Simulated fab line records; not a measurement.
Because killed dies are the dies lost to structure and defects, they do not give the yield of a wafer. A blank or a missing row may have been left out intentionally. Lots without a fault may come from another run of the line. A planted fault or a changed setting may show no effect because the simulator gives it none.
fab line records | flow rit-cmos | part 1 of 2: steps 1 to 30 of 31
[record] lots = 5 wafers = 23
route steps=202 shown ACTIVE@2 NRETRO@61 PRETRO@72 NLDD@104 SPACER@130 NSD@139 PSD@143 SDANNEAL@153 M1@202
start-h: the number of hours between the record's first day and the start of the first shown wafer of the lot | wait-h: hours elapsed since this lot's preceding step | " unchanged from the row above | L1.1+2: a row that stands for several wafers | - value missing, or start not given | * or withheld: withheld | < > ~ a bound
route shown NAME@n: a module of which the file shows steps, and the number in the route of the first | usual: mean/standard deviation of fault-free wafers | same: alike in all rows | chamber/n: place in a boat | sites: readings site by site | _std_site: standard deviation of those values | _edge_site: the outer-site mean with the inner-site mean subtracted | radius-mm: how far each site lies from the wafer's centre | mask NAME#n: copy n | behind: the tool/chamber that last shaped the wafer | hold: what put the lot on hold/how long, in hours/how the hold closed | device: which transistor (n, p or np) failed to switch | end of line: the tests these same wafers got at the end of their route | a step given without rows: its recipe and nothing more | killed: dies lost to structure and defects at the first sort, not the wafer's yield | map: a wafer's dies, x killed, . not, _ none there
set.NAME: the setting the step ran with; set.NAME@STEP: the setting that earlier step ran with | model.NAME: the simulator's own value behind a step, which no gauge read
lots where settings were altered on purpose, with a table for each step and a row for each wafer
[[steps]]
[step RIT_ACTIVE_OXIDATION_01]
[recipe] temp-c = 1000 ambient = O2 target-thk-a = 468 ox-time-s = 3360
// columns lot.wafer tool chamber start-h wait-h set.ox-time-s model.SiO2_of_ACTIVE_OXIDATION_01.thk-nm
L075.2 - - - 0.1 3554 49.68
L075.3 " - " " 3554 49.52
L075.4 " - " " 3554 48.9
L075.5 " - " " 3554 49.88
L075.6 " - " " 3554 49.92
L076.2 furnace-03 0 20.29 0.3 3360 47.38
L076.4 " 0 " " 3360 46.52
L076.5 " 0 " " 3360 47.33
L078.2 - - - 0.1 3035 44.69
L078.3 " - " " 3035 43.9
L078.4 " - " " 3035 43.55
L078.5 " - " " 3035 44.1
L078.6 " - " " 3035 44.01
L083.1 - - - 4.8 3360 46.76
L083.2 " - " " 3360 46.38
L083.3 " - " " 3360 46.29
L083.4 " - " " 3360 46.17
L083.5 " - " " 3360 46.21
L084.2 - - - 4.3 3825 52.01
L084.3 " - " " 3825 52.15
L084.4 " - " " 3825 52.54
L084.5 " - " " 3825 51.44
L084.6 " - " " 3825 51.28
[step RIT_ACTIVE_THK_MEAS_02]
[recipe] reads = SiO2_of_ACTIVE_OXIDATION_01
[usual] ACTIVE_OXIDE_THK = 47.0/0.67
// columns lot.wafer tool chamber start-h wait-h set.ox-time-s@ACTIVE_OXIDATION_01 ACTIVE_OXIDE_THK[nm]
L075.2 film-metro-04 - - - 3554 49.7
L075.3 " - " " 3554 49.5
L075.4 " - " " 3554 48.9
L075.5 " - " " 3554 49.9
L075.6 " - " " 3554 49.9
L076.2 film-metro-04 - 22.23 0.0 3360 47.4
L076.4 " - " " 3360 46.5
L076.5 " - " " 3360 47.3
L078.2 film-metro-04 - - - 3035 44.7
L078.3 " - " " 3035 43.9
L078.4 " - " " 3035 43.5
L078.5 " - " " 3035 44.1
L078.6 " - " " 3035 44.0
L083.1 film-metro-01 - - - 3360 46.7
L083.2 " - " " 3360 46.4
L083.3 " - " " 3360 46.3
L083.4 " - " " 3360 46.2
L083.5 " - " " 3360 46.2
L084.2 film-metro-01 - - - 3825 52.0
L084.3 " - " " 3825 52.1
L084.4 " - " " 3825 52.6
L084.5 " - " " 3825 51.4
L084.6 " - " " 3825 51.4
[step RIT_ACTIVE_EXPOSE_08]
[recipe] mask-id = M1 na = 0.6 source-shape = conventional sigma-outer = 0.6 target-cd-nm = 1400 dose-mj = 225
// columns lot.wafer tool chamber start-h wait-h mask set.dose-mj
L075.2+3+4 iline-stepper-01 0 19.06 0.1 M1#0 210.4
L075.5+6 " 0 " " M1#0 225
L076.2+4+5 iline-stepper-01 0 24.23 0.1 M1#0 225
L078.2+5+6 iline-stepper-01 0 34.06 0.1 M1#0 211.6
L078.3+4 " 0 " " M1#0 225
L083.1+3+4 iline-stepper-01 0 63.83 0.2 M1#0 225
L083.2+5 " 0 " " M1#0 216.9
L084.2+5+6 iline-stepper-02 0 68.41 0.2 M1#0 218.1
L084.3+4 " 0 " " M1#0 225
[step RIT_ACTIVE_PEB_09]
[recipe] resist = NOVOLAK temp-c = withheld time-s = withheld
[step RIT_ACTIVE_DEVELOP_10]
[recipe] resist = NOVOLAK develop-time-s = 50 dev-temp-c = 23
[step RIT_ACTIVE_CD_MEAS_11]
[recipe] target-cd-nm = 1400
[usual] cd-nm = 1400.2/2.4
// columns lot.wafer tool chamber start-h wait-h set.dose-mj@ACTIVE_EXPOSE_08 cd-nm
L075.2 cd-sem-01 - 19.46 - 210.4 1420.5
L075.3 " - " " 210.4 1418.1
L075.4 " - " " 210.4 1418.9
L075.5 " - " " 225 1399.2
L075.6 " - " " 225 1401.4
L076.2 cd-sem-02 - 24.63 - 225 1399.5
L076.4 " - " " 225 1400.6
L076.5 " - " " 225 1400.7
L078.2 cd-sem-01 - 34.46 - 211.6 1418.8
L078.3 " - " " 225 1404.3
L078.4 " - " " 225 1406.7
L078.5 " - " " 211.6 1422.0
L078.6 " - " " 211.6 1419.2
L083.1 cd-sem-02 - 64.23 - 225 1399.8
L083.2 " - " " 216.9 1412.2
L083.3 " - " " 225 1402.0
L083.4 " - " " 225 1401.2
L083.5 " - " " 216.9 1413.9
L084.2 cd-sem-01 - 68.82 - 218.1 1409.6
L084.3 " - " " 225 1401.1
L084.4 " - " " 225 1403.1
L084.5 " - " " 218.1 1409.9
L084.6 " - " " 218.1 1410.7
[step RIT_ACTIVE_HARDBAKE_12]
[recipe] resist = NOVOLAK temp-c = 140 time-s = 60
[step RIT_ACTIVE_ETCH_13]
[recipe] stop-on = SiO2 chemistry = SF6 target = Si3N4 time-s = 210 over-etch-frac = 0.4 SF6_flow_sccm = 200 pressure-mtorr = 260 rf-w = 125 target-depth-a = 2100
// columns lot.wafer tool chamber start-h wait-h set.dose-mj@ACTIVE_EXPOSE_08 model.ACTIVE.cd-nm
L075.2 rie-diel-01 1 19.83 0.1 210.4 1421
L075.3 " 3 " " 210.4 1418
L075.4 " 0 " " 210.4 1419
L075.5 " 0 " " 225 1399
L075.6 " 3 " " 225 1401
L076.2 rie-diel-03 3 24.88 0.1 225 1399
L076.4+5 " 1,3 " " 225 1401
L078.2+6 rie-diel-04 3 34.71 0.1 211.6 1419
L078.3 " 2 " " 225 1404
L078.4 " 0 " " 225 1407
L078.5 " 2 " " 211.6 1422
L083.1 rie-diel-01 3 64.50 0.1 225 1400
L083.2 " 1 " " 216.9 1412
L083.3 " 0 " " 225 1402
L083.4 " 2 " " 225 1401
L083.5 " 0 " " 216.9 1414
L084.2 rie-diel-03 2 69.07 0.1 218.1 1409
L084.3 " 0 " " 225 1402
L084.4 " 3 " " 225 1403
L084.5 " 0 " " 218.1 1410
L084.6 " 1 " " 218.1 1411
[step RIT_ACTIVE_STRIP_14]
[recipe] chemistry = O2 time-s = 180 resist = NOVOLAK platen-temp-c = withheld power-w = 500 pressure-mtorr = 4000 o2-flow-sccm = 4000
[step RIT_ACTIVE_CD_MEAS_90]
[recipe] target-cd-nm = 1400
[usual] cd-nm = 1400.2/2.4
// columns lot.wafer tool chamber start-h wait-h set.dose-mj@ACTIVE_EXPOSE_08 cd-nm
L075.2 cd-sem-02 - 20.16 0.1 210.4 1420.8
L075.3 " - " " 210.4 1418.1
L075.4 " - " " 210.4 1418.8
L075.5 " - " " 225 1399.2
L075.6 " - " " 225 1401.6
L076.2 cd-sem-02 - 25.21 0.1 225 1399.5
L076.4 " - " " 225 1400.9
L076.5 " - " " 225 1400.8
L078.2 cd-sem-01 - 35.04 0.1 211.6 1418.9
L078.3 " - " " 225 1404.7
L078.4 " - " " 225 1406.9
L078.5 " - " " 211.6 1421.5
L078.6 " - " " 211.6 1419.0
L083.1 cd-sem-02 - 64.81 0.1 225 1400.1
L083.2 " - " " 216.9 1411.8
L083.3 " - " " 225 1401.7
L083.4 " - " " 225 1401.4
L083.5 " - " " 216.9 1414.3
L084.2 cd-sem-01 - 69.39 0.1 218.1 1409.4
L084.3 " - " " 225 1401.5
L084.4 " - " " 225 1403.5
L084.5 " - " " 218.1 1409.9
L084.6 " - " " 218.1 1410.7
[step RIT_NRETRO_IMPLANT_08]
[recipe] species = P energy-kev = 70 dose-cm2 = 1e+13 tilt-deg = 7
// columns lot.wafer tool chamber start-h wait-h set.dose-cm2
L075.2+3+4+5+6 implanter-04 0 38.57 0.2 1e+13
L076.2+4+5 implanter-04 0 44.06 0.2 1e+13
L078.2+3+5 implanter-03 0 60.44 0.2 1.021e+13
L078.4+6 " 0 " " 1e+13
L083.1+2+3 implanter-01 0 100.06 0.2 1e+13
L083.4+5 " 0 " " 9.281e+12
L084.2+5+6 implanter-03 0 100.29 0.2 1e+13
L084.3+4 " 0 " " 1.044e+13
[step RIT_NRETRO_STRIP_09]
[recipe] chemistry = O2 time-s = 180 resist = NOVOLAK platen-temp-c = withheld power-w = 500 pressure-mtorr = 4000 o2-flow-sccm = 4000
[step RIT_NRETRO_TW_MEAS_10]
[usual] NRETRO_TW = 1041/10
// columns lot.wafer tool chamber start-h wait-h set.dose-cm2@NRETRO_IMPLANT_08 NRETRO_TW
L075.2 film-metro-01 - 38.88 0.1 1e+13 1028
L075.3 " - " " 1e+13 1036
L075.4 " - " " 1e+13 1027
L075.5 " - " " 1e+13 1034
L075.6 " - " " 1e+13 1029
L076.2 film-metro-04 - 44.37 0.1 1e+13 1051
L076.4 " - " " 1e+13 1051
L076.5 " - " " 1e+13 1058
L078.2 film-metro-01 - 60.75 0.1 1.021e+13 1039
L078.3 " - " " 1.021e+13 1044
L078.4 " - " " 1e+13 1041
L078.5 " - " " 1.021e+13 1049
L078.6 " - " " 1e+13 1046
L083.1 film-metro-01 - 100.38 0.1 1e+13 1029
L083.2 " - " " 1e+13 1030
L083.3 " - " " 1e+13 1020
L083.4 " - " " 9.281e+12 1001
L083.5 " - " " 9.281e+12 1000
L084.2 film-metro-01 - 100.60 0.1 1e+13 1030
L084.3 " - " " 1.044e+13 1040
L084.4 " - " " 1.044e+13 1041
L084.5 " - " " 1e+13 1026
L084.6 " - " " 1e+13 1026
[step RIT_PRETRO_IMPLANT_08]
[recipe] species = B energy-kev = 45 dose-cm2 = 1.2e+13 tilt-deg = 7
// columns lot.wafer tool chamber start-h wait-h set.energy-kev model.implant.rp-nm model.implant.drp-nm
L075.2+3 implanter-03 0 40.24 0.2 47.67 158.6 56.97
L075.4+5+6 " 0 " " 45 150.2 55.07
L076.2+4+5 implanter-03 0 45.74 0.2 45 145.7 55.07
L078.2+6 implanter-03 0 62.12 0.2 46.98 148.7 56.49
L078.3+4+5 " 0 " " 45 142.8 55.07
L083.1+3+4 implanter-02 0 102.07 0.2 44.29 144.3 54.55
L083.2+5 " 0 " " 45 146.5 55.07
L084.2+4+6 implanter-03 0 102.32 0.2 46.55 154.9 56.18
L084.3+5 " 0 " " 45 150 55.07
[step RIT_NLDD_COAT_01]
[recipe] resist = NOVOLAK spin-rpm = 3250 resist-thk-nm = 1000
// columns lot.wafer tool chamber start-h wait-h set.spin-rpm model.NOVOLAK_of_NLDD_COAT_01.thk-nm
L075.2 litho-track-01 0 58.46 0.1 3250 1001
L075.3 " 0 " " 3250 1004
L075.4 " 0 " " 3250 1006
L075.5 " 0 " " 3250 1000
L075.6 " 0 " " 3250 1003
L076.2 litho-track-03 0 69.40 0.1 3250 1001
L076.4 " 0 " " 3250 1003
L076.5 " 0 " " 3250 1006
L078.2+4+6 litho-track-02 0 92.16 0.1 3026 1035
L078.3 " 0 " " 3250 998.1
L078.5 " 0 " " 3250 1000
L083.1 litho-track-02 0 116.95 0.1 3250 999.6
L083.2+4 " 0 " " 3250 1002
L083.3+5 " 0 " " 3250 1003
L084.2+4 litho-track-03 0 116.97 0.1 3250 1005
L084.3 " 0 " " 3440 976.4
L084.5 " 0 " " 3440 972.1
L084.6 " 0 " " 3440 975
[step RIT_NLDD_SOFTBAKE_02]
[recipe] resist = NOVOLAK temp-c = 90 time-s = 60
[step RIT_NLDD_EXPOSE_03]
[recipe] mask-id = M7 na = 0.57 target-cd-nm = 40700 dose-mj = 250
[step RIT_NLDD_DEVELOP_05]
[recipe] resist = NOVOLAK develop-time-s = 50 dev-temp-c = 23
[step RIT_NLDD_HARDBAKE_07]
[recipe] resist = NOVOLAK temp-c = 140 time-s = 60
// columns lot.wafer tool chamber start-h wait-h set.spin-rpm@NLDD_COAT_01 model.NOVOLAK_of_NLDD_COAT_01.thk-nm
L075.2 litho-track-02 0 59.32 0.0 3250 884.3
L075.3 " 0 " " 3250 887.1
L075.4 " 0 " " 3250 888.8
L075.5 " 0 " " 3250 883.8
L075.6 " 0 " " 3250 886
L076.2 litho-track-03 0 70.13 0.0 3250 884.4
L076.4 " 0 " " 3250 886.7
L076.5 " 0 " " 3250 888.9
L078.2 litho-track-03 0 93.02 0.0 3026 914.4
L078.3 " 0 " " 3250 882.2
L078.4 " 0 " " 3026 914.6
L078.5 " 0 " " 3250 883.9
L078.6 " 0 " " 3026 914
L084.2 litho-track-01 0 117.83 0.0 3250 888
L084.3 " 0 " " 3440 863.2
L084.4 " 0 " " 3250 888.4
L084.5 " 0 " " 3440 859.4
L084.6 " 0 " " 3440 861.8
L083.1 litho-track-01 0 118.05 0.0 3250 883.4
L083.2 " 0 " " 3250 885.6
L083.3 " 0 " " 3250 886
L083.4 " 0 " " 3250 885.8
L083.5 " 0 " " 3250 886.3
[step RIT_NLDD_IMPLANT_08]
[recipe] species = P energy-kev = 20 dose-cm2 = 5e+14 tilt-deg = 7
// columns lot.wafer tool chamber start-h wait-h set.energy-kev model.implant.rp-nm model.implant.drp-nm
L075.2+6 implanter-01 0 59.47 0.1 20 27.99 12.97
L075.3+4+5 " 0 " " 19.07 27.1 12.6
L076.2+4+5 implanter-01 0 70.28 0.1 20 28.15 12.97
L078.2+3 implanter-01 0 93.17 0.1 20.31 27.66 13.09
L078.4+5+6 " 0 " " 20 27.37 12.97
L084.2+6 implanter-01 0 117.98 0.1 20 28.3 12.97
L084.3+4+5 " 0 " " 19.36 27.69 12.72
L083.1+2+4 implanter-03 0 118.20 0.1 20.78 29.5 13.27
L083.3+5 " 0 " " 20 28.75 12.97
[step RIT_NLDD_STRIP_09]
[recipe] chemistry = O2 time-s = 180 resist = NOVOLAK platen-temp-c = withheld power-w = 500 pressure-mtorr = 4000 o2-flow-sccm = 4000
[step RIT_NLDD_TW_MEAS_10]
[usual] NLDD_TW = 2487/14
// columns lot.wafer tool chamber start-h wait-h set.energy-kev@NLDD_IMPLANT_08 NLDD_TW
L075.2 film-metro-04 - 59.78 0.1 20 2482
L075.3 " - " " 19.07 2454
L075.4 " - " " 19.07 2447
L075.5 " - " " 19.07 2464
L075.6 " - " " 20 2476
L076.2 film-metro-02 - 70.59 0.1 20 2482
L076.4 " - " " 20 2477
L076.5 " - " " 20 2487
L078.2 film-metro-01 - 93.48 0.1 20.31 2479
L078.3 " - " " 20.31 2484
L078.4 " - " " 20 2476
L078.5 " - " " 20 2462
L078.6 " - " " 20 2467
L084.2 film-metro-04 - 118.29 0.1 20 2504
L084.3 " - " " 19.36 2469
L084.4 " - " " 19.36 2461
L084.5 " - " " 19.36 2479
L084.6 " - " " 20 2490
L083.1 film-metro-02 - 118.52 0.1 20.78 2535
L083.2 " - " " 20.78 2525
L083.3 " - " " 20 2499
L083.4 " - " " 20.78 2527
L083.5 " - " " 20 2497
[step RIT_SPACER_ETCHBACK_05]
[recipe] target-depth-a = 2500 SF6_flow_sccm = 30 CHF3_flow_sccm = 30 target = Si3N4 chemistry = SF6/CHF3 pressure-mtorr = 40 rf-w = 250 time-s = 240 stop-on = SiO2
// columns lot.wafer tool chamber start-h wait-h set.time-s model.poly-Si_of_GATE_CVD_08.thk-nm model.Si3N4_of_SPACER_CVD_03.thk-nm
L075.2 rie-diel-04 1 63.61 0.0 240 171.4 198
L075.3 " 2 " " 240 170.6 195.4
L075.4 " 0 " " 224.6 175.6 200.6
L075.5 " 3 " " 240 170.6 196.2
L075.6 " 2 " " 224.6 176 199.5
L076.2 rie-diel-02 3 74.44 0.0 240 169.9 191.9
L076.4 " 3 " " 240 169.7 193.2
L076.5 " 0 " " 240 170.6 195.2
L078.2 rie-diel-02 3 97.32 0.0 229.6 171.5 195.2
L078.3 " 1 " " 229.6 177.1 197.2
L078.4 " 1 " " 229.6 177.9 197.7
L078.5 " 2 " " 240 173.1 191.3
L078.6 " 3 " " 240 170.8 192.2
L084.2 rie-diel-01 2 122.25 0.0 240 172.6 197.4
L084.3 " 1 " " 240 172.2 197.1
L084.4 " 3 " " 240 174.7 197.2
L084.5 " 2 " " 240 174.4 197
L084.6 " 3 " " 240 175.3 197.9
L083.1 rie-diel-02 3 122.49 0.1 240 167.6 192.1
L083.2 " 1 " " 240 169.4 194.7
L083.3 " 2 " " 270.8 161.3 186.4
L083.4 " 0 " " 270.8 159.2 185.4
L083.5 " 3 " " 240 170.4 192.4
[step RIT_NSD_IMPLANT_08]
[recipe] species = P energy-kev = 25 dose-cm2 = 1e+15 tilt-deg = 7
// columns lot.wafer tool chamber start-h wait-h set.energy-kev model.implant.rp-nm model.implant.drp-nm
L075.2+4+6 implanter-04 0 64.95 0.1 25 33.27 14.84
L075.3+5 " 0 " " 26.25 34.38 15.28
L076.2+4+5 implanter-03 0 75.77 0.1 25 32.4 14.84
L078.2+5 implanter-03 0 98.66 0.1 23.9 32.25 14.44
L078.3+4+6 " 0 " " 25 33.25 14.84
L084.2+3+4 implanter-03 0 123.64 0.1 24.22 31.12 14.56
L084.5+6 " 0 " " 25 31.79 14.84
L083.1+3+4 implanter-01 0 123.86 0.1 24.5 31.78 14.66
L083.2+5 " 0 " " 25 32.21 14.84
[step RIT_PSD_COAT_01]
[recipe] resist = NOVOLAK spin-rpm = 3250 resist-thk-nm = 1000
// columns lot.wafer tool chamber start-h wait-h set.resist-thk-nm model.NOVOLAK_of_PSD_COAT_01.thk-nm
L075.2 litho-track-03 0 65.48 0.1 973.9 972.4
L075.3 " 0 " " 973.9 973
L075.4 " 0 " " 1000 1005
L075.5+6 " 0 " " 1000 1003
L076.2 litho-track-01 0 76.31 0.1 1000 1004
L076.4 " 0 " " 1000 1006
L076.5 " 0 " " 1000 1003
L078.2+5 litho-track-03 0 99.20 0.1 1000 1005
L078.3+6 " 0 " " 1000 1004
L078.4 " 0 " " 1000 1001
L084.2 litho-track-03 0 124.18 0.1 1000 999.1
L084.3+6 " 0 " " 1000 998.3
L084.4 " 0 " " 1000 1002
L084.5 " 0 " " 1000 999.7
L083.1 litho-track-01 0 124.40 0.1 1000 1002
L083.2+3 " 0 " " 1046 1047
L083.4+5 " 0 " " 1000 1001
[step RIT_PSD_SOFTBAKE_02]
[recipe] resist = NOVOLAK temp-c = 90 time-s = 60
[step RIT_PSD_EXPOSE_03]
[recipe] mask-id = M10 na = 0.57 target-cd-nm = 40900 dose-mj = 250
[step RIT_PSD_DEVELOP_05]
[recipe] resist = NOVOLAK develop-time-s = 50 dev-temp-c = 23
[step RIT_PSD_HARDBAKE_07]
[recipe] resist = NOVOLAK temp-c = 140 time-s = 60
// columns lot.wafer tool chamber start-h wait-h set.resist-thk-nm@PSD_COAT_01 model.NOVOLAK_of_PSD_COAT_01.thk-nm
L075.2 litho-track-04 0 66.22 0.0 973.9 859.7
L075.3 " 0 " " 973.9 860.1
L075.4 " 0 " " 1000 888.1
L075.5+6 " 0 " " 1000 886.7
L076.2 litho-track-03 0 77.04 0.0 1000 887.6
L076.4 " 0 " " 1000 889
L076.5 " 0 " " 1000 886.6
L078.2 litho-track-01 0 100.08 0.0 1000 888.1
L078.3 " 0 " " 1000 887.5
L078.4 " 0 " " 1000 884.9
L078.5 " 0 " " 1000 887.9
L078.6 " 0 " " 1000 887.1
L084.2 litho-track-03 0 125.43 0.4 1000 882.9
L084.3 " 0 " " 1000 882.2
L084.4 " 0 " " 1000 885.3
L084.5 " 0 " " 1000 883.5
L084.6 " 0 " " 1000 882.3
L083.1 litho-track-03 0 125.56 0.1 1000 885.4
L083.2+3 " 0 " " 1046 924.8
L083.4 " 0 " " 1000 884.2
L083.5 " 0 " " 1000 884.7
[step RIT_SDANNEAL_CLEAN_00]
[recipe] chemistry = SC1 mix = 3:3:50 time-s = 600 temp-c = 75
// columns lot.wafer tool chamber start-h wait-h set.time-s set.time-s@SPACER_ETCHBACK_05 model.poly-Si_of_GATE_CVD_08.thk-nm
L075.2 - - - 0.0 641.7 240 166.9
L075.3+5 " - " " 641.7 240 166.1
L075.4 " - " " 641.7 224.6 171.1
L075.6 " - " " 641.7 224.6 171.5
L076.2 wet-bench-03 2 77.55 0.0 600 240 165.7
L076.4 " 2 " " 600 240 165.5
L076.5 " 2 " " 600 240 166.4
L078.2 - - - 0.0 650.2 229.6 167
L078.3 " - " " 650.2 229.6 172.6
L078.4 " - " " 650.2 229.6 173.4
L078.5 " - " " 650.2 240 168.6
L078.6 " - " " 650.2 240 166.4
L084.2 - - - 0.0 686.8 240 167.9
L084.3 " - " " 686.8 240 167.5
L084.4 " - " " 686.8 240 170
L084.5 " - " " 686.8 240 169.7
L084.6 " - " " 686.8 240 170.6
L083.1 - - - 0.1 600 240 163.4
L083.2 " - " " 600 240 165.2
L083.3 " - " " 600 270.8 157.1
L083.4 " - " " 600 270.8 155
L083.5 " - " " 600 240 166.2
[[key]]
[split] step = RIT_ACTIVE_OXIDATION_01 setting = ox-time-s stated = 3360 by = lot
[response] step = RIT_ACTIVE_OXIDATION_01 reading = model.SiO2_of_ACTIVE_OXIDATION_01.thk-nm change = +0.345 per = 1% r = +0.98
[response] step = RIT_ACTIVE_THK_MEAS_02 reading = ACTIVE_OXIDE_THK change = +0.346 per = 1% r = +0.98
[split] step = RIT_ACTIVE_EXPOSE_08 setting = dose-mj stated = 225 by = wafer
[response] step = RIT_ACTIVE_CD_MEAS_11 reading = cd-nm change = -2.77 per = 1% r = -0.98
[response] step = RIT_ACTIVE_ETCH_13 reading = model.ACTIVE.cd-nm change = -2.74 per = 1% r = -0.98
[response] step = RIT_ACTIVE_CD_MEAS_90 reading = cd-nm change = -2.72 per = 1% r = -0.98
[split] step = RIT_NRETRO_IMPLANT_08 setting = dose-cm2 stated = 1e+13 by = wafer
[response] step = RIT_NRETRO_TW_MEAS_10 reading = NRETRO_TW change = +3.24 per = 1% r = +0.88
[split] step = RIT_PRETRO_IMPLANT_08 setting = energy-kev stated = 45 by = wafer
[response] step = RIT_PRETRO_IMPLANT_08 reading = model.implant.rp-nm change = +1.39 per = 1% r = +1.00
[response] step = RIT_PRETRO_IMPLANT_08 reading = model.implant.drp-nm change = +0.321 per = 1% r = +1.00
[split] step = RIT_NLDD_COAT_01 setting = spin-rpm stated = 3250 by = wafer
[response] step = RIT_NLDD_COAT_01 reading = model.NOVOLAK_of_NLDD_COAT_01.thk-nm change = -5.21 per = 1% r = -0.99
[response] step = RIT_NLDD_HARDBAKE_07 reading = model.NOVOLAK_of_NLDD_COAT_01.thk-nm change = -4.56 per = 1% r = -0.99
[split] step = RIT_NLDD_IMPLANT_08 setting = energy-kev stated = 20 by = wafer
[response] step = RIT_NLDD_IMPLANT_08 reading = model.implant.rp-nm change = +0.191 per = 1% r = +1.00
[response] step = RIT_NLDD_IMPLANT_08 reading = model.implant.drp-nm change = +0.0785 per = 1% r = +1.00
[response] step = RIT_NLDD_TW_MEAS_10 reading = NLDD_TW change = +6.89 per = 1% r = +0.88
[split] step = RIT_SPACER_ETCHBACK_05 setting = time-s stated = 240 by = wafer
[response] step = RIT_SPACER_ETCHBACK_05 reading = model.poly-Si_of_GATE_CVD_08.thk-nm change = -0.716 per = 1% r = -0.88
[response] step = RIT_SPACER_ETCHBACK_05 reading = model.Si3N4_of_SPACER_CVD_03.thk-nm change = -0.607 per = 1% r = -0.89
[response] step = RIT_SDANNEAL_CLEAN_00 reading = model.poly-Si_of_GATE_CVD_08.thk-nm change = -0.715 per = 1% r = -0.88
[response] step = RIT_M1_PROBE_99 reading = model.etest.nmos_0p15.r-on-ohm-um change = +15.7 per = 1% r = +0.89
[response] step = RIT_M1_PROBE_99 reading = model.etest.pwell-pinched.rs-ohm-sq change = +2.37 per = 1% r = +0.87
[response] step = RIT_M1_PROBE_99 reading = model.etest.nwell-pinched.rs-ohm-sq change = +2 per = 1% r = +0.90
[split] step = RIT_NSD_IMPLANT_08 setting = energy-kev stated = 25 by = wafer
[response] step = RIT_NSD_IMPLANT_08 reading = model.implant.rp-nm change = +0.223 per = 1% r = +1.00
[response] step = RIT_NSD_IMPLANT_08 reading = model.implant.drp-nm change = +0.0895 per = 1% r = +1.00
[split] step = RIT_PSD_COAT_01 setting = resist-thk-nm stated = 1000 by = wafer
[response] step = RIT_PSD_COAT_01 reading = model.NOVOLAK_of_PSD_COAT_01.thk-nm change = +10.4 per = 1% r = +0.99
[response] step = RIT_PSD_HARDBAKE_07 reading = model.NOVOLAK_of_PSD_COAT_01.thk-nm change = +9.12 per = 1% r = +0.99
[split] step = RIT_SDANNEAL_CLEAN_00 setting = time-s stated = 600 by = lot
response none clear
